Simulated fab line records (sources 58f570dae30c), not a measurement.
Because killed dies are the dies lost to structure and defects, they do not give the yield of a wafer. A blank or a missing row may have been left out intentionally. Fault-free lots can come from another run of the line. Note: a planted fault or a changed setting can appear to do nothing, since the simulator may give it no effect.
The tool behind it: which one? / flow berkeley-cmos170 / 14 lots with 42 wafers sampled at 5 steps, on a route of 331 steps

WHAT EACH GAUGE READ, for each wafer
UCB170_NVT_OVL_MEAS_06. Usual: NVT_OVL 0 nm, standard deviation 5.
lot=L322; measured=day 5 08:25; on=overlay-02; NVT_OVL (nm)=-2 6 5; flag=
lot=L325; measured=day 5 16:44; on=overlay-02; NVT_OVL (nm)=-3 -2 -5; flag=
lot=L324; measured=day 5 16:49; on=overlay-01; NVT_OVL (nm)=5 3 -4; flag=
lot=L328; measured=day 6 04:44; on=overlay-01; NVT_OVL (nm)=-4 -11 -8; flag=
lot=L329; measured=day 6 17:31; on=overlay-02; NVT_OVL (nm)=-2 0 5; flag=
lot=L330; measured=day 7 03:25; on=overlay-02; NVT_OVL (nm)=-9 -4 -9; flag=
lot=L331; measured=day 7 03:40; on=overlay-01; NVT_OVL (nm)=-4 9 7; flag=
lot=L333; measured=day 7 19:41; on=overlay-02; NVT_OVL (nm)=-1 -13 -5; flag=
lot=L335; measured=day 8 07:34; on=overlay-01; NVT_OVL (nm)=-5 -3 0; flag=
lot=L338; measured=day 8 16:58; on=overlay-02; NVT_OVL (nm)=-4 3 1; flag=
lot=L339; measured=day 9 00:56; on=overlay-02; NVT_OVL (nm)=-4 1 -7; flag=
lot=L341; measured=day 9 16:15; on=overlay-02; NVT_OVL (nm)=5 -1 -3; flag=
lot=L343; measured=day 10 00:48; on=overlay-01; NVT_OVL (nm)=3 -2 4; flag=
lot=L344; measured=day 10 01:05; on=overlay-02; NVT_OVL (nm)=1 1 4; flag=

UCB170_NLDD_CD_MEAS_06: the cd target is 1200 nm. Usual: 1200.0 nm for cd-nm, sd 1.4.
lot=L322; measured=day 6 06:03; on=cd-sem-01; cd-nm (nm)=1197.5 1196.6 1198.0; flag=
lot=L325; measured=day 6 12:02; on=cd-sem-01; cd-nm (nm)=1201.3 1203.5 1202.4; flag=
lot=L324; measured=day 6 11:11; on=cd-sem-01; cd-nm (nm)=1201.5 1201.7 1201.8; flag=
lot=L328; measured=day 7 08:48; on=cd-sem-01; cd-nm (nm)=1198.8 1198.0 1198.2; flag=
lot=L329; measured=day 7 14:19; on=cd-sem-01; cd-nm (nm)=1199.2 1198.9 1198.8; flag=
lot=L330; measured=day 8 00:23; on=cd-sem-02; cd-nm (nm)=1200.0 1199.6 1202.0; flag=
lot=L331; measured=day 8 00:53; on=cd-sem-01; cd-nm (nm)=1200.2 1199.8 1198.7; flag=
lot=L333; measured=day 8 15:37; on=cd-sem-02; cd-nm (nm)=1199.0 1200.8 1200.9; flag=
lot=L335; measured=day 9 00:14; on=cd-sem-01; cd-nm (nm)=1201.3 1199.3 1200.5; flag=
lot=L338; measured=day 9 14:44; on=cd-sem-01; cd-nm (nm)=1199.4 1198.6 1199.0; flag=
lot=L339; measured=day 9 19:19; on=cd-sem-01; cd-nm (nm)=1199.6 1199.0 1198.6; flag=
lot=L341; measured=day 10 09:10; on=cd-sem-02; cd-nm (nm)=1199.3 1199.4 1197.7; flag=
lot=L343; measured=day 10 19:43; on=cd-sem-02; cd-nm (nm)=1201.2 1200.7 1201.7; flag=
lot=L344; measured=day 10 19:11; on=cd-sem-02; cd-nm (nm)=1198.9 1201.2 1200.1; flag=

UCB170_NLDD_OVL_MEAS_07. Usual: NLDD_OVL -2 nm, standard deviation 5.2.
lot=L322; measured=day 6 06:10; on=overlay-02; NLDD_OVL (nm)=1 -1 -3; flag=
lot=L325; measured=day 6 12:08; on=overlay-02; NLDD_OVL (nm)=11 5 0; flag=
lot=L324; measured=day 6 11:19; on=overlay-02; NLDD_OVL (nm)=-18 -9 -6; flag=
lot=L328; measured=day 7 08:53; on=overlay-02; NLDD_OVL (nm)=5 2 -1; flag=
lot=L329; measured=day 7 14:26; on=overlay-01; NLDD_OVL (nm)=-3 -8 -2; flag=
lot=L330; measured=day 8 00:31; on=overlay-01; NLDD_OVL (nm)=184 178 176; flag=OFF
lot=L331; measured=day 8 00:58; on=overlay-02; NLDD_OVL (nm)=-5 4 -5; flag=
lot=L333; measured=day 8 15:43; on=overlay-02; NLDD_OVL (nm)=172 176 171; flag=OFF
lot=L335; measured=day 9 00:20; on=overlay-02; NLDD_OVL (nm)=-8 -1 -5; flag=
lot=L338; measured=day 9 14:52; on=overlay-01; NLDD_OVL (nm)=-7 -10 -12; flag=
lot=L339; measured=day 9 19:26; on=overlay-02; NLDD_OVL (nm)=-1 -2 -6; flag=
lot=L341; measured=day 10 09:17; on=overlay-01; NLDD_OVL (nm)=6 0 1; flag=
lot=L343; measured=day 10 19:50; on=overlay-01; NLDD_OVL (nm)=-6 -6 -1; flag=
lot=L344; measured=day 10 19:17; on=overlay-01; NLDD_OVL (nm)=4 -7 1; flag=

TOOL THAT RAN EACH LOT (tool first, then ch and the chambers of the sampled wafers, then the start)
lot=L322; UCB170_PLDD_STRIP_10=plasma-asher-04 ch 0,1, day 6 03:44; UCB170_NLDD_EXPOSE_03=krf-scanner-02 ch 0, day 6 05:21
lot=L325; UCB170_PLDD_STRIP_10=plasma-asher-02 ch 0,1, day 6 10:07; UCB170_NLDD_EXPOSE_03=krf-scanner-01 ch 0, day 6 11:18
lot=L324; UCB170_PLDD_STRIP_10=plasma-asher-02 ch 0,1, day 6 09:47; UCB170_NLDD_EXPOSE_03=krf-scanner-02 ch 0, day 6 10:38
lot=L328; UCB170_PLDD_STRIP_10=plasma-asher-02 ch 0,1, day 7 07:36; UCB170_NLDD_EXPOSE_03=krf-scanner-01 ch 0, day 7 08:25
lot=L329; UCB170_PLDD_STRIP_10=plasma-asher-04 ch 0,1, day 7 13:03; UCB170_NLDD_EXPOSE_03=krf-scanner-01 ch 0, day 7 13:50
lot=L330; UCB170_PLDD_STRIP_10=plasma-asher-04 ch 0,1, day 7 23:11; UCB170_NLDD_EXPOSE_03=krf-scanner-01 ch 0, day 8 00:00
lot=L331; UCB170_PLDD_STRIP_10=plasma-asher-02 ch 0,1, day 7 23:33; UCB170_NLDD_EXPOSE_03=krf-scanner-02 ch 0, day 8 00:29
lot=L333; UCB170_PLDD_STRIP_10=plasma-asher-03 ch 0,1, day 8 14:02; UCB170_NLDD_EXPOSE_03=krf-scanner-01 ch 0, day 8 15:11
lot=L335; UCB170_PLDD_STRIP_10=plasma-asher-02 ch 0,1, day 8 22:12; UCB170_NLDD_EXPOSE_03=krf-scanner-02 ch 0, day 8 23:32
lot=L338; UCB170_PLDD_STRIP_10=plasma-asher-02 ch 0,1, day 9 13:15; UCB170_NLDD_EXPOSE_03=krf-scanner-02 ch 0, day 9 14:21
lot=L339; UCB170_PLDD_STRIP_10=plasma-asher-03 ch 0,1, day 9 17:48; UCB170_NLDD_EXPOSE_03=krf-scanner-02 ch 0, day 9 18:55
lot=L341; UCB170_PLDD_STRIP_10=plasma-asher-02 ch 1, day 10 07:42; UCB170_NLDD_EXPOSE_03=krf-scanner-02 ch 0, day 10 08:37
lot=L343; UCB170_PLDD_STRIP_10=plasma-asher-02 ch 0,1, day 10 17:48; UCB170_NLDD_EXPOSE_03=krf-scanner-02 ch 0, day 10 18:53
lot=L344; UCB170_PLDD_STRIP_10=plasma-asher-04 ch 0,1, day 10 17:17; UCB170_NLDD_EXPOSE_03=krf-scanner-02 ch 0, day 10 18:26
- UCB170_PLDD_STRIP_10: strips in O2.
- UCB170_NLDD_EXPOSE_03: exposes mask NSELECT, target cd 1200 nm.

WHAT THE TOOLS THEMSELVES READ (means of the sampled wafers that have a number; where no wafer has one, the mark that the record gives instead)
UCB170_PLDD_STRIP_10. Usual: chamber-pressure-mTorr 3500 mTorr, standard deviation 3.4; drypump-motor-current-A 5.2 A, standard deviation 0.34; oes-product-au 0.734 a.u., standard deviation 0.0042; strip-time-to-endpoint-s 21.65 s, standard deviation 0.068.
lot=L322; tool=plasma-asher-04; chamber-pressure-mTorr (mTorr)=3503; drypump-motor-current-A (A)=5.0; oes-product-au (a.u.)=0.737; strip-time-to-endpoint-s (s)=21.69; flag=
lot=L325; tool=plasma-asher-02; chamber-pressure-mTorr (mTorr)=3499; drypump-motor-current-A (A)=5.2; oes-product-au (a.u.)=0.733; strip-time-to-endpoint-s (s)=21.69; flag=
lot=L324; tool=plasma-asher-02; chamber-pressure-mTorr (mTorr)=3499; drypump-motor-current-A (A)=5.4; oes-product-au (a.u.)=0.736; strip-time-to-endpoint-s (s)=21.60; flag=
lot=L328; tool=plasma-asher-02; chamber-pressure-mTorr (mTorr)=3498; drypump-motor-current-A (A)=5.4; oes-product-au (a.u.)=0.737; strip-time-to-endpoint-s (s)=21.66; flag=
lot=L329; tool=plasma-asher-04; chamber-pressure-mTorr (mTorr)=3499; drypump-motor-current-A (A)=5.2; oes-product-au (a.u.)=0.740; strip-time-to-endpoint-s (s)=21.58; flag=
lot=L330; tool=plasma-asher-04; chamber-pressure-mTorr (mTorr)=3502; drypump-motor-current-A (A)=5.0; oes-product-au (a.u.)=0.738; strip-time-to-endpoint-s (s)=21.74; flag=
lot=L331; tool=plasma-asher-02; chamber-pressure-mTorr (mTorr)=3502; drypump-motor-current-A (A)=5.4; oes-product-au (a.u.)=0.736; strip-time-to-endpoint-s (s)=21.67; flag=
lot=L333; tool=plasma-asher-03; chamber-pressure-mTorr (mTorr)=3496; drypump-motor-current-A (A)=5.3; oes-product-au (a.u.)=0.737; strip-time-to-endpoint-s (s)=21.56; flag=
lot=L335; tool=plasma-asher-02; chamber-pressure-mTorr (mTorr)=3500; drypump-motor-current-A (A)=5.4; oes-product-au (a.u.)=0.731; strip-time-to-endpoint-s (s)=21.61; flag=
lot=L338; tool=plasma-asher-02; chamber-pressure-mTorr (mTorr)=3503; drypump-motor-current-A (A)=5.4; oes-product-au (a.u.)=0.732; strip-time-to-endpoint-s (s)=21.57; flag=
lot=L339; tool=plasma-asher-03; chamber-pressure-mTorr (mTorr)=3503; drypump-motor-current-A (A)=5.4; oes-product-au (a.u.)=0.734; strip-time-to-endpoint-s (s)=21.65; flag=
lot=L341; tool=plasma-asher-02; chamber-pressure-mTorr (mTorr)=3501; drypump-motor-current-A (A)=5.6; oes-product-au (a.u.)=0.737; strip-time-to-endpoint-s (s)=21.69; flag=
lot=L343; tool=plasma-asher-02; chamber-pressure-mTorr (mTorr)=3498; drypump-motor-current-A (A)=5.4; oes-product-au (a.u.)=0.736; strip-time-to-endpoint-s (s)=21.64; flag=
lot=L344; tool=plasma-asher-04; chamber-pressure-mTorr (mTorr)=3499; drypump-motor-current-A (A)=5.2; oes-product-au (a.u.)=0.739; strip-time-to-endpoint-s (s)=21.81; flag=

THE ANSWER, worked out from the rows above alone
Rule: a lot counts as off when the mean over its wafers that have a number is more than 3 standard deviations away from the usual mean. A lot without any number at a reading at which 4 lots or more have one is off too. All remaining lots with rows at the step are treated as sound. First the gauges in route order, then the tools' own readings, where a lot's mean is used as printed above. The first step at which some lot is off is used, and at that step the reading that is off furthest; a lot without a number counts as furthest.
Off: L330, L333, seen at UCB170_NLDD_OVL_MEAS_07 (NLDD_OVL).
A tool fits if, at a process step before that reading, it ran every lot that is off, and no sound lot after the first of them. The gauges at UCB170_NLDD_OVL_MEAS_07 are tried like those tools. One fits: UCB170_NLDD_EXPOSE_03 on krf-scanner-01. A fault onset in the window from L329 (day 7 13:50, its last sound lot) to L330 (day 8 00:00, its first lot off) fits.

WHAT THE SIMULATOR HAD INSERTED
Scanner matching overlay: krf-scanner-01, from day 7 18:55 on, at UCB170_NLDD_EXPOSE_03. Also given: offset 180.
Shown lots that were struck: L330, L333. The rule above reached the same finding.
